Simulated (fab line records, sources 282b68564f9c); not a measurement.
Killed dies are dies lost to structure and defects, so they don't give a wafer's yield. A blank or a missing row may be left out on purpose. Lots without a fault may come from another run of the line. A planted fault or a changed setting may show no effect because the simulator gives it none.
Which tool did it? | flow rit_cmos | 14 lots, 42 wafers sampled, at 1 step of a route of 202

WHAT THE GAUGES READ, wafer by wafer
The record holds no reading of a measuring or inspecting step that can be judged against a usual standard deviation.

WHICH TOOL RAN EACH LOT (tool, then ch and the chambers of the sampled wafers, then the start)
lot  | RIT_M1_PEB_07
L835 | litho_track-03 ch 0, day 3 16:02
L836 | litho_track-02 ch 0, day 3 20:44
L837 | litho_track-02, day 4 00:17
L838 | litho_track-04, day 4 04:02
L840 | litho_track-02 ch 0, day 4 16:40
L842 | litho_track-02 ch 0, day 4 23:42
L847 | litho_track-04 ch 0, day 5 23:56
L848 | litho_track-03 ch 0, day 6 05:09
L850 | litho_track-03 ch 0, day 6 16:16
L851 | litho_track-02 ch 0, day 6 19:28
L852 | litho_track-02 ch 0, day 6 23:29
L854 | litho_track-04 ch 0, day 7 11:04
L856 | litho_track-04 ch 0, day 7 20:27
L857 | litho_track-04 ch 0, day 8 01:53
- RIT_M1_PEB_07

WHAT THE TOOLS THEMSELVES READ (means of the sampled wafers that have a number; where no wafer has one, the mark that the record gives instead)
RIT_M1_PEB_07. Usual: exhaust_pa 45.1 Pa, standard deviation 0.83.
lot  | tool           | exhaust_pa (Pa) | flag
L835 | litho_track-03 | 44.8            |
L836 | litho_track-02 | 44.8            |
L837 | litho_track-02 | -               | OFF
L838 | litho_track-04 | -               | OFF
L840 | litho_track-02 | 45.5            |
L842 | litho_track-02 | 45.2            |
L847 | litho_track-04 | 44.4            |
L848 | litho_track-03 | 45.0            |
L850 | litho_track-03 | 46.6            |
L851 | litho_track-02 | 44.3            |
L852 | litho_track-02 | 45.2            |
L854 | litho_track-04 | 45.4            |
L856 | litho_track-04 | 46.2            |
L857 | litho_track-04 | 45.6            |

THE ANSWER, worked out from the rows above alone
Rule: a lot is off if the mean of its wafers that have a number lies more than 3 standard deviations from the usual mean. A lot without any number at a reading at which 4 lots or more have one is off too. The other lots that the step has rows for count as sound. The gauges are gone through in route order, then the tools' own readings, and for those a lot's mean is taken as printed above. The first step at which some lot is off is used, and at that step the reading that is off furthest; a lot without a number counts as furthest.
Off: L837, L838, at RIT_M1_PEB_07 (exhaust_pa). Without a number there: L837, L838.
A tool fits if, at that step or a process step before it, it ran every lot that is off, and no sound lot after the first of them. None of those tried fits.

WHAT THE SIMULATOR HAD PUT IN
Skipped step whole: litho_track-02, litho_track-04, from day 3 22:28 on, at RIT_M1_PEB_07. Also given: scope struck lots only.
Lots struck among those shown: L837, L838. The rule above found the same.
